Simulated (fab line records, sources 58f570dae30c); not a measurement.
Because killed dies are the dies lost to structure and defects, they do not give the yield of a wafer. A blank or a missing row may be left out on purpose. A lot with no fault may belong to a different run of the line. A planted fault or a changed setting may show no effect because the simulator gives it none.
A struck lot beside a sound one / flow berkeleyCmos170 / 16 out of 331 route steps
Sound: wafers L114.3, L114.4, L114.5. Wafers struck: L120.1, L120.4, L120.6. At the end, the cause is stated.
At each step with rows: each side's tool, then ch and its chambers, then its first start. Under that, the readings that differ: sound wafers / struck wafers / difference of the means / sigmas: that difference in standard deviations of wafers without a fault.
alike: readings whose means differ by less than 2 such deviations, and words and numbers that are the same on both sides. not compared: withheld readings, readings that some wafer has no value for, bounds like >300 that may hide the same value, and numbers for which the record gives no deviation and whose values overlap.
A row with sigmas, a row that says differs or no value, or rows on one side alone: a step with any of these is where the two part. When numbers do not overlap yet have no deviation, they are printed without sigmas and do not part them. A reading missing from all wafers of one side parts the sides only when that side holds two or more wafers.

first, 3 steps without rows for these wafers: UCB170_PWELL_EXPOSE_10 (exposes mask PWELL, target cd 3000 nm); UCB170_PWELL_PEB_11; UCB170_PWELL_DEVELOP_12 (develop time 45 s).
UCB170_PWELL_OVL_MEAS_13:
  sound: overlay-02 at day 4 09:33; struck: overlay-01 at day 5 12:30
  alike: PWELL_OVL
UCB170_PWELL_ETCH_14: etches Si3N4 in CH3F/Ar/O2, stops on SiO2, target depth 242 nm, time 151 s.
  sound on rieDiel-02 ch 0,3, day 4 09:34; struck on rieDiel-02 ch 1,3, day 5 12:32
  alike: drypumpMotorCurrentA, oesProductAu, throttleValvePct
  not compared: rfHoursCounterH
next, for these wafers, 1 step has no rows: UCB170_PWELL_IMPLANT_15.
UCB170_PWELL_STRIP_16: strips in O2.
  sound on plasmaAsher-03 ch 0,1, day 4 09:51; struck on plasmaAsher-02 ch 0, day 5 12:47
reading=stripTimeToEndpointS (s); sound=17.98 18.12 17.94; struck=18.28 18.12 18.25; difference=+0.20; sigmas=+2
  alike: drypumpMotorCurrentA, oesProductAu
  not compared: rfHoursCounterH
UCB170_PWELL_TW_MEAS_17:
  sound: filmMetro-01 at day 4 09:56; struck: filmMetro-02 at day 5 12:53
  alike: PWELL_TW
then, 4 steps without rows for these wafers: UCB170_PWELL_CLEAN_18 (cleans in SPM, time 600 s); UCB170_PWELL_WET_ETCH_19 (etches Si3N4 in H3PO4, time 14400 s); UCB170_PWELL_WET_ETCH_20 (etches SiO2 in BOE, time 22 s); UCB170_WELLDRIVE_CLEAN_00 (cleans in SPM, time 600 s).
UCB170_WELLDRIVE_OXIDATION_01: target thk 199 nm, ox time 9000 s.
  sound on furnace-01 ch 0, day 4 18:22; struck on furnace-01 ch 0, day 6 00:56
reading=spikeTcCentreC (C); sound=1100.2 1099.6 1102.6; struck=1110.5 1111.2 1111.3; difference=+10.2; sigmas=+6
reading=spikeTcLoadC (C); sound=1126.4 1129.5 1127.0; struck=1139.1 1137.7 1139.5; difference=+11.1; sigmas=+5
reading=spikeTcSourceC (C); sound=1126.2 1126.1 1126.2; struck=1136.8 1136.0 1140.0; difference=+11.4; sigmas=+6
reading=tubeCenterTempC (C); sound=1099.8 1099.9 1099.9; struck=1111.4 1111.6 1111.6; difference=+11.7; sigmas=+97
reading=tube_center_temp_C_max; sound=1103.2 1102.7 1103.8; struck=1113.9 1115.3 1114.8; difference=+11.4; sigmas=+22
reading=model.SiO2_of_WELLDRIVE_OXIDATION_01.thkNm (nm); sound=204.7 204.3 206.4; struck=215.4 216.3 220; difference=+12.1; sigmas=
UCB170_WELLDRIVE_THK_MEAS_02:
  sound: filmMetro-02 at day 4 21:53; struck: filmMetro-03 at day 6 04:26
reading=WELLDRIVE_OXIDE_THK (nm); sound=205 204 207; struck=216 216 220; difference=+12; sigmas=+3
then, 1 step without rows for these wafers: UCB170_WELLDRIVE_ANNEAL_03 (time 900 s).
-- the record jumps here: 5 days lie between the struck wafers' starts before and after (it left off in module WELLDRIVE and takes up again in module M3, whose first step shown is number 331 of the route) --
UCB170_M3_PROBE_99:
  sound: prober-02 at day 10 11:27; struck: prober-01 at day 11 07:23
reading=model.etest.nwellPinched.rsOhmSq; sound=1277 1284 1282; struck=1222 1213 1220; difference=-63; sigmas=
reading=model.etest.nwell.widthNm (nm); sound=2362 2365 2364; struck=2298 2289 2307; difference=-66; sigmas=
reading=model.etest.isoPplusPwell.bvV (V); sound=24.79 24.89 24.85; struck=22.33 22.73 21.75; difference=-2.57; sigmas=
reading=model.etest.fieldPMetal.vtV (V); sound=-60.9 -61.12 -61.41; struck=-58.24 -59.31 -58.26; difference=+2.54; sigmas=
reading=model.etest.vpnp.gain; sound=11.19 11.39 11.23; struck=10.96 11.05 10.94; difference=-0.29; sigmas=
reading=model.etest.diodePplusNwell.bvV (V); sound=10.84 10.83 10.75; struck=11.1 11.14 11.06; difference=+0.3; sigmas=
reading=model.etest.diodePplusComb.cjFfUm2; sound=1.098 1.099 1.101; struck=1.082 1.077 1.079; difference=-0.020; sigmas=
  not compared: model.etest.nwell.rsOhmSq

== WHERE THEY PART ==
Last at UCB170_WELLDRIVE_THK_MEAS_02 as far as this record goes, first at UCB170_PWELL_STRIP_16.

WHY: whatever the simulator had introduced
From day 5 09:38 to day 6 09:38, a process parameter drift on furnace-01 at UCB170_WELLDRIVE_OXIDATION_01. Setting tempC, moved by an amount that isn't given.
